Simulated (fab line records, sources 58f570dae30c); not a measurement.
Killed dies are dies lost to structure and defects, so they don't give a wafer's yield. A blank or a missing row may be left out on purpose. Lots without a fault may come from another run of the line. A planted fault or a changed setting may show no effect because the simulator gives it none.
Which tool did it? | flow berkeley_cmos170 | 7 lots, 21 wafers sampled, at 2 steps of a route of 331

WHAT THE GAUGES READ, wafer by wafer
UCB170_ACTIVE_CD_MEAS_13: target cd 1200 nm.
lot  | measured     | on        | cd_nm (nm)
L290 | day 4 23:19  | cd_sem-01 | 1200.5 1200.7 1199.9
L293 | day 5 12:04  | cd_sem-02 | 1201.1 1200.2 1201.9
L296 | day 6 04:50  | cd_sem-01 | 1197.6 1198.9 1198.3
L298 | day 7 03:10  | cd_sem-01 | 1201.4 1199.0 1198.7
L300 | day 7 14:56  | cd_sem-01 | 1201.6 1199.4 1199.5
L306 | day 9 07:34  | cd_sem-02 | 1199.9 1200.5 1200.3
L311 | day 11 01:16 | cd_sem-01 | 1175.2 1175.7 1176.3 1175.1 1175.9 1176.5

WHICH TOOL RAN EACH LOT (tool, then ch and the chambers of the sampled wafers, then the start)
lot  | UCB170_ACTIVE_COAT_08
L290 | litho_track-02 ch 0, day 4 22:37
L293 | litho_track-04 ch 0, day 5 10:47
L296 | litho_track-04 ch 0, day 6 04:08
L298 | litho_track-01 ch 0, day 7 02:22
L300 | litho_track-02 ch 0, day 7 14:11
L306 | litho_track-02 ch 0, day 9 06:53
L311 | litho_track-02 ch 0, day 11 00:13
- UCB170_ACTIVE_COAT_08: resist thk 900 nm.

THE ANSWER, worked out from the rows above alone
Rule: what is usual is taken from the lots themselves. Put in order of their means at a reading, lots are off if they are a third of the lots or fewer, leave a main group of 4 or more, and stand apart from it by a gap of 3 or more times the standard deviation of the main group's means; of several such gaps the widest counts. A main group whose means are all the same, to the digits that the tables above print for the reading, isn't used. A lot without any number at a reading at which 4 lots or more have one is off too. The other lots that the step has rows for count as sound.
Off: L311, at UCB170_ACTIVE_CD_MEAS_13 (cd_nm). The main group: mean 1200.0 nm, standard deviation 0.86.
A tool fits if, at a process step before that reading, it ran every lot that is off, and no sound lot after the first of them. The gauges at UCB170_ACTIVE_CD_MEAS_13 are tried like those tools. Can't be told from this: 2 tools fit, litho_track-02 at UCB170_ACTIVE_COAT_08, cd_sem-01 at UCB170_ACTIVE_CD_MEAS_13.

WHAT THE SIMULATOR HAD PUT IN
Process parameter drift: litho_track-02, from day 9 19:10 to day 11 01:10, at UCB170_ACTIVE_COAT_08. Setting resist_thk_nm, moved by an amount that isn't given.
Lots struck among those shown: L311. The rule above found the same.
